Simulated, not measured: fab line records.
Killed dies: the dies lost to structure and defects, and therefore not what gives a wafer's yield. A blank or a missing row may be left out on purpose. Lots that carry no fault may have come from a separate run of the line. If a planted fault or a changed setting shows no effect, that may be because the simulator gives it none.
What tool caused it?    flow berkeley cmos170    42 wafers from 14 lots sampled at 3 of the route's 331 steps

WHAT THE GAUGES READ, wafer by wafer
UCB170_V1_CD_MEAS_90 targets a cd of 700 nm.
lot   measured      on         cd nm (nm)
L106  day 8 04:41   cd sem-02  700.0 698.4 701.7
L110  day 9 00:48   cd sem-01  699.7 698.5 699.3
L112  day 9 03:52   cd sem-02  699.7 700.0 699.6
L108  day 9 04:05   cd sem-02  700.7 700.3 701.8
L111  day 9 05:16   cd sem-02  702.3 701.2 699.0
L115  day 10 03:32  cd sem-02  699.7 701.4 698.8
L114  day 10 05:06  cd sem-02  699.3 701.3 700.9
L113  day 10 06:26  cd sem-02  700.3 699.3 699.6
L121  day 11 05:38  cd sem-01  696.8 698.1 698.4
L123  day 11 20:10  cd sem-01  701.9 697.9 700.0
L125  day 11 21:11  cd sem-01  701.0 697.0 701.1
L127  day 12 09:11  cd sem-02  696.9 696.7 697.0
L128  day 12 10:24  cd sem-01  701.2 697.9 699.0
L129  day 12 21:18  cd sem-02  701.6 699.1 700.6

UCB170_V2_THK_MEAS_01.
lot   measured      on             V2_TEOS_THK (nm)
L106  day 8 10:14   film metro-04  2004 1994 2094
L110  day 9 04:16   film metro-01  1982 1996 2037
L112  day 9 07:49   film metro-04  1999 2050 2048
L108  day 9 08:28   film metro-02  2007 1970 2013
L111  day 9 08:55   film metro-01  1980 2017 2009
L115  day 10 06:34  film metro-02  2006 2057 2030
L114  day 10 13:10  film metro-04  1974 1930 2006
L113  day 10 13:22  film metro-04  1978 2007 1999
L121  day 11 09:18  film metro-01  1970 1919 1959
L123  day 11 23:18  film metro-04  1973 1969 1967
L125  day 12 00:49  film metro-01  1994 2019 2047
L127  day 12 12:05  film metro-04  1986 1993 2014
L128  day 12 13:19  film metro-02  2001 2021 2000
L129  day 13 01:22  film metro-02  1962 2000 2020

TOOL THAT RAN EACH LOT (tool first, then ch and the chambers of the sampled wafers, then the start)
lot   UCB170_V1_STRIP_15
L106  plasma asher-02 ch 0,1, day 8 04:35
L110  plasma asher-02 ch 0,1, day 9 00:42
L112  plasma asher-03 ch 0,1, day 9 03:45
L108  plasma asher-01 ch 0,1, day 9 03:58
L111  plasma asher-03 ch 0,1, day 9 05:08
L115  plasma asher-01 ch 1, day 10 03:25
L114  plasma asher-03 ch 0,1, day 10 05:00
L113  plasma asher-03 ch 0,1, day 10 06:20
L121  plasma asher-01 ch 0,1, day 11 05:31
L123  plasma asher-02 ch 0,1, day 11 20:04
L125  plasma asher-01 ch 0,1, day 11 21:04
L127  plasma asher-01 ch 0,1, day 12 09:05
L128  plasma asher-02 ch 0,1, day 12 10:18
L129  plasma asher-03 ch 0,1, day 12 21:08
- UCB170_V1_STRIP_15: strips in O2.

AS READ BY THE TOOLS THEMSELVES (means over the sampled wafers that have a number; for cases with no such wafer, the mark the record gives instead)
UCB170_V1_STRIP_15.
lot   tool             drypump motor current A (A)  oes product au (a.u.)  strip time to endpoint s (s)
L106  plasma asher-02  5.8                          0.724                  15.52
L110  plasma asher-02  5.9                          0.725                  15.37
L112  plasma asher-03  5.4                          0.721                  15.42
L108  plasma asher-01  5.5                          0.721                  15.17
L111  plasma asher-03  5.4                          0.720                  15.35
L115  plasma asher-01  5.1                          0.720                  15.41
L114  plasma asher-03  5.5                          0.723                  15.54
L113  plasma asher-03  5.5                          0.725                  15.34
L121  plasma asher-01  5.5                          0.720                  15.52
L123  plasma asher-02  5.8                          0.720                  15.60
L125  plasma asher-01  5.3                          0.721                  15.41
L127  plasma asher-01  5.5                          0.720                  15.57
L128  plasma asher-02  5.5                          0.724                  15.46
L129  plasma asher-03  5.4                          0.718                  15.44

THE ANSWER, worked out from the rows above alone
Rule: the lots themselves supply what counts as usual. The widest of any qualifying gaps counts: lots, ordered by their means at a reading, are off when they make up no more than a third of the lots, leave a main group of 4 or more, and stand apart from it by 3 or more times the standard deviation of that group's means. A main group is skipped when, at the precision printed for the reading in the tables above, its means are all equal. A lot without any number at a reading at which 4 lots or more have one is off too. The other lots that the step has rows for count as sound. The gauges are gone through in route order, then the tools' own readings, and for those a lot's mean is taken as printed above. At the first step where some lot is off, the reading lying furthest off is the one used; lots without a number count as furthest.
No lot is off at any reading shown: from this, nothing can be told.

WHAT THE SIMULATOR PUT IN
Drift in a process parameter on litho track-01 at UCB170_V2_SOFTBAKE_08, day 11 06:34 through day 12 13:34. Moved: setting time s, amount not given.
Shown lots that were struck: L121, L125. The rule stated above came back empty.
